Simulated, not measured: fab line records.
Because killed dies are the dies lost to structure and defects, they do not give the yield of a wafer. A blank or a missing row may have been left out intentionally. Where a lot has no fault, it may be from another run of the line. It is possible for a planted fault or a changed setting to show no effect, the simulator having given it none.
Split-lot trial    flow rit cmos    on a route of 202 steps: 5 lots, 13 wafers read

ON THE SPLIT
At RIT_M1_METAL_ETCH_12 (etches Al in Cl2/BCl3, stops on SiO2, time 165 s, target depth 600 nm), the setting rf w was moved away from the recipe's 250 W on 3 of the 13 wafers read, by -7.8% to +7.5%. All remaining wafers had this setting at the recipe value.

The reading comes from the split's own step.

THE READING
NOVOLAK_of_M1_COAT_04.thk nm (the simulator's own value, which no gauge read), in nm, at RIT_M1_METAL_ETCH_12 (etches Al in Cl2/BCl3, stops on SiO2, time 165 s, target depth 600 nm). No usual value for it is given in the file. The 10 wafers here that ran the recipe average 809.9 nm, standard deviation 6.8 nm.

wafer   tool, chamber at the split  rf w as run, W  against the recipe  NOVOLAK_of_M1_COAT_04.thk nm, nm  against lot-mates on the recipe
L079.3  rie metal-03, 0             250             recipe              811                               -
L079.4  rie metal-03, 1             268.7           +7.5%               767                               -34.9
L079.6  rie metal-03, 1             250             recipe              792.7                             -
L080.1  rie metal-04, 1             250             recipe              813.4                             -
L080.3  rie metal-04, 1             230.4           -7.8%               835.9                             +22.5
L081.1  rie metal-01, 0             250             recipe              812.5                             -
L081.5  rie metal-01, 0             250             recipe              807.8                             -
L083.1  rie metal-04, 1             250             recipe              812.9                             -
L083.2  rie metal-04, 0             250             recipe              803.8                             -
L083.3  rie metal-04, 1             250             recipe              812.4                             -
L084.2  rie metal-01, 0             250             recipe              815.1                             -
L084.3  rie metal-01, 0             265.9           +6.4%               796.3                             -20.2
L084.5  rie metal-01, 0             250             recipe              817.8                             -

FIT RESULTS
A straight line over all 13 wafers: NOVOLAK_of_M1_COAT_04.thk nm changes by -3.85 nm for each +1% of rf w; r = -0.86; the points scatter about the line by 8.5 nm.
The same after taking each lot's own level away (the mean of its wafers on the recipe; 13 wafers): -3.55 nm for each +1%; r = -0.93; scatter 5.5 nm.
Per that fit: largest rf w move, reading shift of 28 nm.
The span of the lots' own levels, 801.85 to 816.45 nm, comes to 2.1 times the standard deviation stated above.
So the lot-to-lot level changes the slope little: the two slopes agree.
Check: +31.8 nm against its lot-mates is what the line predicts for one of the wafers moved furthest among these (-7.8%) when that wafer is left out of the fit. Against them it came out at +22.5 nm.
Tool readings at the split's step, against how far the setting was moved: oes product au r = -0.06.

THE FILE'S OWN FIT
NOVOLAK_of_M1_COAT_04.thk nm changes by -3.66 nm for each +1% of rf w, r = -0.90.
